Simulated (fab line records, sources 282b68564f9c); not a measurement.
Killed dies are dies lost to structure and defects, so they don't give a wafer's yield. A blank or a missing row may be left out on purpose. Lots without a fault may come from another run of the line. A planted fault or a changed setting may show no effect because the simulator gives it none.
A struck lot beside a sound one | flow rit_cmos | 18 steps out of a route of 202
Sound: wafers L581.1, L581.2, L581.4. Struck: wafers L577.1, L577.4, L577.6. The cause comes at the end.
At each step with rows: each side's tool, then ch and its chambers, then its first start. Under that, the readings that differ: sound wafers | struck wafers | difference of the means | sigmas: that difference in standard deviations of wafers without a fault.
alike: readings whose means differ by less than 2 such deviations, and words and numbers that are the same on both sides. not compared: withheld readings, readings that some wafer has no value for, bounds like >300 that may hide the same value, and numbers for which the record gives no deviation and whose values overlap.
The two part at a step that has a row with sigmas, a row that says differs or no value, or rows on one side only. Numbers that don't overlap but have no deviation are shown without sigmas and don't part them. A reading that every wafer of one side lacks parts them only if that side has two wafers or more.

first, 4 steps without rows for these wafers: RIT_NLDD_SOFTBAKE_02 (time 60 s); RIT_NLDD_EXPOSE_03 (exposes mask M7, target cd 40700 nm); RIT_NLDD_PEB_04; RIT_NLDD_DEVELOP_05 (develop time 50 s).
RIT_NLDD_OVL_MEAS_06:
  sound on overlay-01, day 5 16:13; struck on overlay-01, day 4 20:32
  alike: NLDD_OVL
then, 2 steps without rows for these wafers: RIT_NLDD_HARDBAKE_07 (time 60 s); RIT_NLDD_IMPLANT_08.
RIT_NLDD_STRIP_09: strips in O2, time 180 s.
  sound on plasma_asher-03 ch 0,1, day 5 16:38; struck on plasma_asher-02 ch 0,1, day 4 20:52
  alike: drypump_motor_current_A
  not compared: rf_hours_counter_h
RIT_NLDD_TW_MEAS_10:
  sound on film_metro-02, day 5 16:49; struck on film_metro-02, day 4 21:02
  alike: NLDD_TW
then, 3 steps without rows for these wafers: RIT_PLDD_HMDS_00 (prime time 60 s); RIT_PLDD_COAT_01 (resist thk 1000 nm); RIT_PLDD_SOFTBAKE_02 (time 60 s).
RIT_PLDD_EXPOSE_03: exposes mask M8, target cd 40900 nm.
  sound on iline_stepper-01 ch 0, day 5 17:41; struck on iline_stepper-02 ch 0, day 4 21:33
  reading                      | sound          | struck               | difference | sigmas
  model.PLDD.overlay_x_nm (nm) | 1.07 1.07 1.07 | -149.3 -149.3 -149.3 | -150.4     |
  alike: mask, stage_vel_mm_s
then, 2 steps without rows for these wafers: RIT_PLDD_PEB_04; RIT_PLDD_DEVELOP_05 (develop time 50 s).
RIT_PLDD_OVL_MEAS_06:
  sound on overlay-02, day 5 18:07; struck on overlay-01, day 4 21:57
  reading       | sound        | struck               | difference | sigmas
  PLDD_OVL (nm) | 1.2 0.6 -1.8 | -148.3 -148.2 -146.1 | -147.5     | -92
then, 1 step without rows for these wafers: RIT_PLDD_HARDBAKE_07 (time 60 s).
RIT_M1_PROBE_99:
  sound on prober-02, day 6 08:03; struck on prober-02, day 5 13:20
  reading                        | sound          | struck         | difference | sigmas
  model.etest.pldd.width_nm (nm) | 3152 3179 3149 | 3061 3055 3094 | -90        |
  alike: killed_at_M0_to_M3, killed_at_contacts, killed_at_front_end, killed_dies, killed_open, killed_short

WHERE THEY PART
Only at RIT_PLDD_OVL_MEAS_06, within this record. Later steps at which nothing parts them and some readings are alike: RIT_M1_PROBE_99.

WHY: what the simulator had put in
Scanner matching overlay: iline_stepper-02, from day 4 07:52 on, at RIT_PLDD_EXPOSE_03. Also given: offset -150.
